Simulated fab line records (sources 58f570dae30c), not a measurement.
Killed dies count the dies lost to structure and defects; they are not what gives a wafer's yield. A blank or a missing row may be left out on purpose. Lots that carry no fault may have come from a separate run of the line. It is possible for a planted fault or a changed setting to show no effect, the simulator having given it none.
Which tool did it? | flow berkeley-cmos170 | 14 lots with 41 wafers sampled at 2 steps, on a route of 331 steps

WHAT EACH GAUGE READ, for each wafer
UCB170_V1_OVL_MEAS_13. Usual: for V1_OVL the level is -2 nm and the standard deviation is 4.
lot  | measured     | on         | V1_OVL (nm) | flag
L110 | day 7 12:50  | overlay-01 | -2 -4 -6    |
L111 | day 7 12:57  | overlay-01 | -12 -10 -8  |
L114 | day 8 20:52  | overlay-01 | -2 -3 2     |
L117 | day 9 01:20  | overlay-02 | -6 -7 0     |
L121 | day 9 18:04  | overlay-01 | -6 8 4      |
L119 | day 9 18:28  | overlay-02 | 0 -5 2      |
L120 | day 9 18:11  | overlay-01 | -3 2 -6     |
L123 | day 10 13:01 | overlay-01 | 1 -5 -2     |
L124 | day 10 13:19 | overlay-02 | -1 -2       |
L125 | day 10 19:22 | overlay-01 | -3 -3 7     |
L126 | day 11 00:12 | overlay-01 | -3 -3 1     |
L129 | day 11 10:53 | overlay-01 | -6 -1 1     |
L131 | day 11 19:20 | overlay-01 | -1 2 4      |
L132 | day 12 08:23 | overlay-01 | 2 2 4       |

EACH LOT AND THE TOOL THAT RAN IT (in order: tool; ch and the chambers of the sampled wafers; start)
lot  | UCB170_CONTACT_RTA_08
L110 | rtp-anneal-02 ch 0, day 7 01:43
L111 | rtp-anneal-01 ch 0, day 7 01:52
L114 | rtp-anneal-02 ch 0, day 8 09:14
L117 | rtp-anneal-02 ch 0, day 8 14:32
L121 | rtp-anneal-02 ch 0, day 9 05:50
L119 | rtp-anneal-01 ch 0, day 9 09:04
L120 | rtp-anneal-02 ch 0, day 9 09:04
L123 | rtp-anneal-02 ch 0, day 10 04:23
L124 | rtp-anneal-01 ch 0, day 10 05:34
L125 | rtp-anneal-01 ch 0, day 10 07:56
L126 | rtp-anneal-02 ch 0, day 10 12:02
L129 | rtp-anneal-01 ch 0, day 11 00:09
L131 | rtp-anneal-02 ch 0, day 11 08:41
L132 | rtp-anneal-02 ch 0, day 11 21:18
- UCB170_CONTACT_RTA_08: time 10 s.

AS READ BY THE TOOLS THEMSELVES (means over the sampled wafers that have a number; for cases with no such wafer, the mark the record gives instead)
UCB170_CONTACT_RTA_08. Usual: lamp-power-pct 21.4 %, standard deviation 1.9; wafer_temp_C_max 903.6, standard deviation 1.1.
lot  | tool          | lamp-power-pct (%) | wafer_temp_C_max | flag
L110 | rtp-anneal-02 | 19.6               | 903.4            |
L111 | rtp-anneal-01 | 23.5               | 904.4            |
L114 | rtp-anneal-02 | 19.6               | 902.3            |
L117 | rtp-anneal-02 | 19.6               | 903.0            |
L121 | rtp-anneal-02 | 19.6               | 902.6            |
L119 | rtp-anneal-01 | 23.5               | 905.1            |
L120 | rtp-anneal-02 | 19.6               | 903.0            |
L123 | rtp-anneal-02 | 19.6               | 902.7            |
L124 | rtp-anneal-01 | 23.5               | 905.5            |
L125 | rtp-anneal-01 | 23.5               | 904.1            |
L126 | rtp-anneal-02 | 19.6               | 902.9            |
L129 | rtp-anneal-01 | 23.5               | 904.9            |
L131 | rtp-anneal-02 | 19.6               | 902.8            |
L132 | rtp-anneal-02 | 19.6               | 901.7            |

THE ANSWER, worked out from the rows above alone
Rule: a lot is off if the mean of its wafers that have a number lies more than 3 standard deviations from the usual mean. A lot without any number at a reading at which 4 lots or more have one is off too. Any other lot the step has rows for is counted as sound. Order of review: gauges by route order, followed by the tools' own readings, for which a lot's mean as printed above is used. The first step at which some lot is off is used, and at that step the reading that is off furthest; a lot without a number counts as furthest.
No lot is off on any of the readings shown, so nothing can be concluded from this.

WHAT THE SIMULATOR HAD PUT IN
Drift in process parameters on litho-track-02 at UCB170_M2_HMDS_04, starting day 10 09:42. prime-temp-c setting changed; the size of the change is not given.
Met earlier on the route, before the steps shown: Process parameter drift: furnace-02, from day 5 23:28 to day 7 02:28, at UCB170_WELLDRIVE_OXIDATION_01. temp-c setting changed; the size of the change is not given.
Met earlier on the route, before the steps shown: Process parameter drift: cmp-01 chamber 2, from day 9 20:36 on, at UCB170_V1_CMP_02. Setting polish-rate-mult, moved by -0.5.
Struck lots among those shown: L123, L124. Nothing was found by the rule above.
